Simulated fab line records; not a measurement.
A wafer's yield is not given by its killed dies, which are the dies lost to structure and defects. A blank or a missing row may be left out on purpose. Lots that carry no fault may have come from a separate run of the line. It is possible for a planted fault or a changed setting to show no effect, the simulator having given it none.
fab line records	flow rit_cmos
record: lots: 7	wafers: 21	last_day: 5
route steps=202 shown M1@188
lots that met no fault: taken from a fault-free run of the same line
start_h: the number of hours between the record's first day and the start of the first shown wafer of the lot	wait_h: hours elapsed since this lot's preceding step	" identical to the entry in the row above	L1.1+2: a row that stands for several wafers	- value missing, or start not given	* or withheld: withheld	< > ~ a bound
route shown NAME@n: NAME is a module with steps in the file, n the number in the route of the first one	usual: mean/standard deviation taken from wafers without a fault	same: alike in all rows	chamber/n: place in a boat	sites: readings site by site	_std_site: the standard deviation of these	_edge_site: the outer-site mean with the inner-site mean subtracted	radius_mm: how far each site lies from the wafer's centre	mask NAME#n: copy n	behind: the tool/chamber that last shaped the wafer	hold: cause of the lot's hold/its duration in hours/its outcome	device: the n, p or np transistor that did not switch	end of line: tests of these same wafers at the route's end	step lacking rows: just its recipe	killed: not the wafer's yield, but the dies lost to structure and defects at the first sort	map: the dies of a wafer, with x for killed, . for not killed, _ for no die there
set.NAME: the run value of the setting; set.NAME@STEP: its run value at that earlier step	model.NAME: the simulator's own value behind a step, which no gauge read
certain route steps with their lots: each step a table, each wafer a row
services: from which hour (start_h, from the record's first day; less than 0 if before it) a tool's chamber was out of use, for how many hours, and why
== steps ==
step: RIT_M1_COAT_04
recipe: resist: NOVOLAK	spin_rpm: 2000	resist_thk_nm: 1300
step: RIT_M1_SOFTBAKE_05
recipe: resist: NOVOLAK	temp_c: 90	time_s: 60
step: RIT_M1_EXPOSE_06
recipe: mask_id: M12	na: 0.6	source_shape: conventional	sigma_outer: 0.5	target_cd_nm: 2600	dose_mj: 250
step: RIT_M1_PEB_07
recipe: resist: NOVOLAK	temp_c: withheld	time_s: withheld
step: RIT_M1_DEVELOP_08
recipe: resist: NOVOLAK	develop_time_s: 68	dev_temp_c: 23
step: RIT_M1_CD_MEAS_09
recipe: target_cd_nm: 2600
usual: cd_nm: 2600.5/2.1
lot.wafer	tool	chamber	start_h	wait_h	cd_nm
L337.2	cd_sem-01	-	75.11	-	2604.0
L337.3	"	-	"	"	2601.9
L337.6	"	-	"	"	2601.6
L338.1	cd_sem-01	-	79.71	-	2601.8
L338.2	"	-	"	"	2602.3
L338.5	"	-	"	"	2602.0
L339.3	cd_sem-02	-	84.21	-	2597.9
L339.4	"	-	"	"	2598.5
L339.5	"	-	"	"	2601.0
L341.2	cd_sem-02	-	95.72	-	2601.4
L341.4	"	-	"	"	2599.6
L341.5	"	-	"	"	2602.0
L346.1	cd_sem-01	-	115.13	-	2597.2
L346.2	"	-	"	"	2599.7
L346.4	"	-	"	"	2597.3
L347.1	cd_sem-01	-	120.13	-	2599.7
L347.4	"	-	"	"	2599.2
L347.6	"	-	"	"	2599.0
L348.1	cd_sem-01	-	124.33	-	2599.8
L348.2	"	-	"	"	2598.8
L348.3	"	-	"	"	2603.2
step: RIT_M1_OVL_MEAS_10
usual: M1_OVL: -0.1/1.4
lot.wafer	tool	chamber	start_h	wait_h	M1_OVL[nm]
L337.2	overlay-02	-	75.22	0.1	1.6
L337.3	"	-	"	"	-0.1
L337.6	"	-	"	"	0.1
L338.1	overlay-01	-	79.83	0.1	1.0
L338.2	"	-	"	"	1.9
L338.5	"	-	"	"	0.2
L339.3	overlay-01	-	84.30	0.1	1.5
L339.4	"	-	"	"	1.0
L339.5	"	-	"	"	-1.0
L341.2	overlay-01	-	95.83	0.1	-1.1
L341.4	"	-	"	"	-0.6
L341.5	"	-	"	"	0.5
L346.1	overlay-01	-	115.25	0.1	-1.3
L346.2	"	-	"	"	1.3
L346.4	"	-	"	"	0.2
L347.1	overlay-01	-	120.25	0.1	2.0
L347.4	"	-	"	"	0.9
L347.6	"	-	"	"	1.3
L348.1	overlay-02	-	124.45	0.1	-1.5
L348.2	"	-	"	"	-2.1
L348.3	"	-	"	"	-1.8
step: RIT_M1_HARDBAKE_11
recipe: resist: NOVOLAK	temp_c: 140	time_s: 120
step: RIT_M1_METAL_ETCH_12
recipe: stop_on: SiO2	chemistry: Cl2/BCl3	target: Al	time_s: 165	over_etch_frac: 0.5	pressure_mtorr: 100	target_depth_a: 6000	rf_w: 250	Cl2_flow_sccm: 60	bcl3_flow_sccm: 50
usual: drypump_motor_current_A: 5.6/0.49	oes_product_au: 0.776/0.01	throttle_valve_pct: 8.25/0.088
lot.wafer	tool	chamber	start_h	wait_h	drypump_motor_current_A	oes_product_au	rf_hours_counter_h	throttle_valve_pct
L337.2	rie_metal-02	1	75.50	0.2	6.2	0.794	31	8.24
L337.3	"	0	"	"	4.9	0.791	-	8.33
L337.6	"	1	"	"	6.2	0.791	-	8.24
L338.1	rie_metal-01	0	80.12	0.2	5.5	0.778	1	8.25
L338.2	"	1	"	"	6.2	0.759	1	8.09
L338.5	"	1	"	"	6.2	0.761	-	8.09
L339.3	rie_metal-04	1	84.65	0.2	6.0	0.765	-	8.37
L339.4	"	0	"	"	5.2	0.774	-	8.23
L339.5	"	1	"	"	6.0	0.777	-	8.36
L341.2	rie_metal-01	1	96.11	0.2	6.2	0.754	1	8.10
L341.4	"	1	"	"	6.2	0.757	-	8.10
L341.5	"	1	"	"	6.2	0.772	-	8.09
L346.1	rie_metal-02	0	115.61	0.2	4.9	0.777	37	8.33
L346.2	"	1	"	"	6.2	0.791	32	8.24
L346.4	"	0	"	"	4.9	0.789	-	8.35
L347.1	rie_metal-04	0	120.54	0.2	5.2	0.776	6	8.20
L347.4	"	1	"	"	6.0	0.780	-	8.36
L347.6	"	1	"	"	6.0	0.773	-	8.37
L348.1	rie_metal-01	0	124.74	0.2	5.4	0.764	1	8.27
L348.2	"	1	"	"	6.2	0.754	1	8.09
L348.3	"	0	"	"	5.4	0.775	-	8.26
step: RIT_M1_STRIP_13
recipe: chemistry: nmp	resist: NOVOLAK	temp_c: 80	time_s: 600	dry: n2_spin
step: RIT_M1_STRIP_14
recipe: chemistry: O2	time_s: 180	platen_temp_c: withheld	power_w: 500	pressure_mtorr: 4000	o2_flow_sccm: 4000
usual: drypump_motor_current_A: 5.93/0.23
lot.wafer	tool	chamber	start_h	wait_h	drypump_motor_current_A	rf_hours_counter_h
L337.2	plasma_asher-04	0	75.84	0.0	6.20	27
L337.3	"	1	"	"	6.19	-
L337.6	"	0	"	"	6.22	-
L338.1	plasma_asher-04	1	80.45	0.0	6.19	27
L338.2	"	0	"	"	6.20	27
L338.5	"	1	"	"	6.18	-
L339.3	plasma_asher-04	0	85.03	0.1	6.21	-
L339.4	"	1	"	"	6.17	-
L339.5	"	0	"	"	6.21	-
L341.2	plasma_asher-01	0	96.50	0.0	5.81	45
L341.4	"	1	"	"	5.77	-
L341.5	"	1	"	"	5.77	-
L346.1	plasma_asher-04	0	115.97	0.0	6.20	31
L346.2	"	1	"	"	6.17	31
L346.4	"	1	"	"	6.16	-
L347.1	plasma_asher-03	1	120.89	0.0	5.64	49
L347.4	"	1	"	"	5.65	-
L347.6	"	0	"	"	5.77	-
L348.1	plasma_asher-03	0	125.09	0.0	5.77	49
L348.2	"	1	"	"	5.64	49
L348.3	"	1	"	"	5.63	-
step: RIT_M1_CD_MEAS_90
recipe: target_cd_nm: 2600
usual: cd_nm: 2599.7/2.5
lot.wafer	tool	chamber	start_h	wait_h	cd_nm
L337.2	cd_sem-02	-	76.03	0.1	2603.7
L337.3	"	-	"	"	2601.6
L337.6	"	-	"	"	2600.9
L338.1	cd_sem-02	-	80.63	0.1	2602.2
L338.2	"	-	"	"	2600.9
L338.5	"	-	"	"	2600.1
L339.3	cd_sem-02	-	85.18	0.1	2594.9
L339.4	"	-	"	"	2596.9
L339.5	"	-	"	"	2598.5
L341.2	cd_sem-02	-	96.70	0.1	2601.4
L341.4	"	-	"	"	2598.7
L341.5	"	-	"	"	2601.5
L346.1	cd_sem-01	-	116.14	0.1	2597.0
L346.2	"	-	"	"	2599.7
L346.4	"	-	"	"	2596.7
L347.1	cd_sem-02	-	121.06	0.1	2598.7
L347.4	"	-	"	"	2595.3
L347.6	"	-	"	"	2595.1
L348.1	cd_sem-02	-	125.27	0.1	2599.8
L348.2	"	-	"	"	2597.6
L348.3	"	-	"	"	2600.6
step: RIT_M1_ANNEAL_15
recipe: temp_c: 450	time_s: 1800	ambient: forming_gas_H2N2
usual: spike_tc_centre_C: 453.4/0.99	spike_tc_load_C: 469.3/1.1	spike_tc_source_C: 469.7/1	tube_center_temp_C: 450/0.039	tube_center_temp_C_max: 451.17/0.19	zone_power_centre_pct: 20.18/0.2	zone_power_load_pct: 6.76/0.072	zone_power_source_pct: 7.27/0.076
lot.wafer	tool	chamber	start_h	wait_h	spike_tc_centre_C	spike_tc_load_C	spike_tc_source_C	tube_center_temp_C	tube_center_temp_C_max	zone_power_centre_pct	zone_power_load_pct	zone_power_source_pct
L337.2	furnace-02	0	76.13	0.1	453.3	468.8	470.5	450.04	451.08	20.00	6.84	7.21
L337.3	"	0	"	"	453.9	469.6	469.8	450	451.45	20.15	6.81	7.13
L337.6	"	0	"	"	453.7	469.4	470.0	449.97	451.05	20.06	6.69	7.22
L338.1	furnace-02	0	80.75	0.1	453.8	469.6	467.9	450.02	450.95	19.88	6.83	7.27
L338.2	"	0	"	"	451.6	467.7	469.7	450.05	451.19	20.06	6.91	7.38
L338.5	"	0	"	"	453.9	468.9	470.1	449.98	450.88	20.00	6.77	7.25
L339.3	furnace-02	0	85.26	0.1	453.2	470.2	467.7	449.98	450.98	20.38	6.81	7.36
L339.4	"	0	"	"	453.5	470.6	470.7	450.05	451.21	20.32	6.61	7.19
L339.5	"	0	"	"	452.5	469.8	469.6	449.98	451.37	20.21	6.81	7.33
L341.2	furnace-02	0	96.80	0.1	454.3	468.1	471.0	449.95	451.35	20.03	6.69	7.19
L341.4	"	0	"	"	453.9	467.9	469.3	450.04	451.28	20.16	6.73	7.32
L341.5	"	0	"	"	454.7	469.4	469.6	450.02	451.29	20.49	6.73	7.26
L346.1	furnace-02	0	116.26	0.1	498.1	514.5	516.0	494.97	496.27	22.37	7.79	8.52
L346.2	"	0	"	"	497.5	515.6	515.3	494.99	495.98	22.43	7.68	8.46
L346.4	"	0	"	"	498.7	514.8	515.0	495	496.25	22.56	7.87	8.44
L347.1	furnace-02	0	121.18	0.1	499.2	514.3	515.1	494.96	495.96	22.37	7.96	8.57
L347.4	"	0	"	"	498.8	514.6	515.3	494.94	495.68	22.13	7.80	8.64
L347.6	"	0	"	"	498.9	515.8	517.5	495.06	496.06	22.47	7.96	8.49
L348.1	furnace-02	0	125.39	0.1	499.8	516.9	514.2	495.03	496.50	22.38	7.97	8.51
L348.2	"	0	"	"	499.2	516.4	513.3	494.94	496.21	22.45	7.84	8.32
L348.3	"	0	"	"	497.5	516.2	515.3	495.04	496.37	22.71	7.80	8.59
step: RIT_M1_BOW_MEAS_16
recipe: mode: bow
usual: M1_BOW: 16/6.4
lot.wafer	tool	chamber	start_h	wait_h	M1_BOW[um]
L337.2	film_metro-04	-	77.65	0.0	12
L337.3	"	-	"	"	9
L337.6	"	-	"	"	7
L338.1	film_metro-03	-	82.25	0.0	22
L338.2	"	-	"	"	15
L338.5	"	-	"	"	17
L339.3	film_metro-03	-	86.80	0.0	7
L339.4	"	-	"	"	25
L339.5	"	-	"	"	18
L341.2	film_metro-03	-	98.32	0.0	16
L341.4	"	-	"	"	16
L341.5	"	-	"	"	19
L346.1	film_metro-02	-	117.76	0.0	8
L346.2	"	-	"	"	19
L346.4	"	-	"	"	7
L347.1	film_metro-04	-	122.68	0.0	14
L347.4	"	-	"	"	20
L347.6	"	-	"	"	27
L348.1	film_metro-02	-	126.89	0.0	17
L348.2	"	-	"	"	17
L348.3	"	-	"	"	16
step: RIT_M1_PROBE_99
usual: defect_limited_yield: 97.4/1.2	killed_at_contacts: 0.1/0.36	killed_at_front_end: 7/3.1	killed_dies: 7/3.1	killed_open: 3.6/2.1	killed_short: 3.2/1.9
same: gross_dies: 264	killed_at_M0_to_M3: 0	killed_at_M4_up: 0	killed_at_back_side: 0	killed_at_other: 0
lot.wafer	tool	chamber	start_h	wait_h	defect_limited_yield[%]	killed_at_contacts	killed_at_front_end	killed_dies	killed_open	killed_short	model.etest.tester.sort_n_pass	model.etest.tester.sort_bin_3_pct	model.etest.tester.sort_yield_pct	model.etest.nmos_turned.short	model.etest.retro_edge_pmos.over_limit	model.etest.antenna_poly.short	model.etest.contact_diode_array.over_limit	model.etest.gate_end_array.over_limit
L337.2	prober-01	-	77.80	0.1	99.2	0	2	2	1	1	262	0	99.24	0	0	0	0	0
L337.3	prober-01	-	77.85	0.2	95.8	0	11	11	8	3	253	0	95.83	0	0	0	0	0
L337.6	prober-01	-	78.00	0.2	97.3	0	7	7	3	4	257	0	97.35	0	0	0	0	0
L338.1	prober-02	-	82.37	0.1	95.5	0	12	12	6	6	252	0	95.45	0	0	0	0	0
L338.2	prober-02	-	82.42	0.1	97.0	0	8	8	6	2	256	0	96.97	0	0	0	0	0
L338.5	prober-02	-	82.57	0.2	97.0	0	8	8	3	5	256	0.7576	96.97	0	0	0	0	0
L339.3	prober-01	-	86.98	0.2	97.7	0	6	6	3	3	258	0.3788	97.73	0	0	0	0	0
L339.4	prober-01	-	87.03	0.2	98.5	0	4	4	3	1	260	0.3788	98.48	0	0	0	0	0
L339.5	prober-01	-	87.08	0.2	97.0	0	8	8	2	6	256	0	96.97	0	0	0	0	0
L341.2	prober-01	-	98.47	0.1	96.6	0	9	9	3	6	255	0.3788	96.59	0	0	0	0	0
L341.4	prober-01	-	98.57	0.2	97.0	0	8	8	6	2	256	0	96.97	0	0	0	0	0
L341.5	prober-01	-	98.62	0.2	96.6	0	9	9	3	6	255	0.3788	96.59	0	0	0	0	0
L346.1	prober-02	-	117.88	0.1	98.1	0	5	5	3	2	0	98.11	0	1	1	1	1	1
L346.2	prober-02	-	117.93	0.1	97.7	0	6	6	2	4	0	97.73	0	1	1	1	1	1
L346.4	prober-02	-	118.03	0.2	98.5	0	4	4	4	0	0	98.48	0	1	1	1	1	1
L347.1	prober-01	-	122.80	0.1	95.5	0	12	12	8	4	0	95.83	0	1	1	1	1	1
L347.4	prober-01	-	122.95	0.2	96.2	0	10	10	6	4	0	96.21	0	1	1	1	1	1
L347.6	prober-01	-	123.05	0.2	98.1	1	4	5	4	1	0	98.11	0	1	1	1	1	1
L348.1	prober-02	-	127.01	0.1	98.1	0	5	5	1	4	0	98.11	0	1	1	1	1	1
L348.2	prober-02	-	127.06	0.1	98.5	0	4	4	4	0	0	98.48	0	1	1	1	1	1
L348.3	prober-02	-	127.11	0.2	97.0	1	7	8	5	3	0	97.35	0	1	1	1	1	1
killed by level:class
L337.2 FOX2:geometric_particle:short=1 GATE:geometric_particle:open=1
L337.3 FOX2:geometric_particle:open=4 FOX1:geometric_particle:short=3 FOX1:geometric_particle:open=2 GATE:geometric_particle:open=1 REOX:geometric_particle:open=1
L337.6 GATE:geometric_particle:short=2 REOX:geometric_particle:short=2 SILICIDE:geometric_particle:open=2 GATE:geometric_particle:open=1
L338.1 GATE:geometric_particle:open=5 GATE:geometric_particle:short=2 SILICIDE:geometric_particle:short=2 ACTIVE:geometric_particle:short=1 FOX1:geometric_particle:open=1 REOX:geometric_particle:short=1
L338.2 SILICIDE:geometric_particle:open=3 GATE:geometric_particle:open=2 SILICIDE:geometric_particle:short=2 REOX:geometric_particle:open=1
L338.5 GATE:geometric_particle:short=4 ACTIVE:geometric_particle:open=1 FOX1:geometric_particle:short=1 FOX1:geometric_particle:open=1 FOX2:geometric_particle:open=1
L339.3 SILICIDE:geometric_particle:short=2 SILICIDE:geometric_particle:open=2 GATE:geometric_particle:open=1 REOX:geometric_particle:short=1
L339.4 GATE:geometric_particle:open=2 FOX1:geometric_particle:short=1 SILICIDE:geometric_particle:open=1
L339.5 GATE:geometric_particle:short=3 FOX1:geometric_particle:short=2 GATE:geometric_particle:open=1 SPACER:geometric_particle:open=1 SILICIDE:geometric_particle:short=1
L341.2 FOX1:geometric_particle:short=2 REOX:geometric_particle:short=2 FOX1:geometric_particle:open=1 FOX2:geometric_particle:open=1 GATE:geometric_particle:short=1 SILICIDE:geometric_particle:short=1 SILICIDE:geometric_particle:open=1
L341.4 FOX1:geometric_particle:open=2 REOX:geometric_particle:open=2 FOX2:geometric_particle:open=1 FOX2:geometric_particle:short=1 SILICIDE:geometric_particle:short=1 SILICIDE:geometric_particle:open=1
L341.5 GATE:geometric_particle:short=3 GATE:geometric_particle:open=2 REOX:geometric_particle:short=2 FOX1:geometric_particle:short=1 SPACER:geometric_particle:open=1
L346.1 GATE:geometric_particle:open=2 FOX1:geometric_particle:open=1 GATE:geometric_particle:short=1 SPACER:geometric_particle:short=1
L346.2 SILICIDE:geometric_particle:short=2 FOX1:geometric_particle:short=1 REOX:geometric_particle:short=1 REOX:geometric_particle:open=1 SPACER:geometric_particle:open=1
L346.4 GATE:geometric_particle:open=1 REOX:geometric_particle:open=1 SPACER:geometric_particle:open=1 SILICIDE:geometric_particle:open=1
L347.1 FOX1:geometric_particle:open=2 FOX2:geometric_particle:open=2 REOX:geometric_particle:open=2 FOX1:geometric_particle:short=1 FOX2:geometric_particle:short=1 GATE:geometric_particle:open=1 GATE:geometric_particle:short=1 SPACER:geometric_particle:open=1
L347.4 SPACER:geometric_particle:short=3 SILICIDE:geometric_particle:open=3 GATE:geometric_particle:open=2 FOX1:geometric_particle:short=1 SPACER:geometric_particle:open=1
L347.6 FOX1:geometric_particle:open=2 SPACER:geometric_particle:open=1 SILICIDE:geometric_particle:short=1 CONTACT:geometric_particle:open=1
L348.1 FOX1:geometric_particle:open=1 FOX1:geometric_particle:short=1 FOX2:geometric_particle:short=1 REOX:geometric_particle:short=1 SILICIDE:geometric_particle:short=1
L348.2 SPACER:geometric_particle:open=2 REOX:geometric_particle:open=1 SILICIDE:geometric_particle:open=1
L348.3 GATE:geometric_particle:open=3 GATE:geometric_particle:short=2 FOX2:geometric_particle:open=1 SPACER:geometric_particle:open=1 CONTACT:geometric_particle:short=1
== services ==
tool	chamber	start_h	hours	kind
rie_metal-01	-	54.74	2.6	repair
plasma_asher-04	-	105.75	0.9	repair
rie_metal-01	-	117.87	2.8	pm
== key ==
first_sign: step: RIT_M1_ANNEAL_15	reading: tube_center_temp_C	direction: up	sigmas: 99+	usual: *	struck: *
effect: step: RIT_M1_ANNEAL_15	reading: tube_center_temp_C_max	direction: up	sigmas: 99+	usual: *	struck: *
model_effect: step: RIT_M1_PROBE_99	value: etest.tester.sort_n_pass	without: 257.4	struck: 0
met_at RIT_M1_ANNEAL_15
struck_wafers L346.1,L346.2,L346.4,L347.1,L347.4,L347.6,L348.1,L348.2,L348.3
onset_between 96.80 116.26
fault: kind: process_parameter_drift	tool: furnace-02	chamber: -	onset_h: 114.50	steps: RIT_M1_ANNEAL_15	channel: temp_c	offset: *	shape: step	end_h: 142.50	stated: *
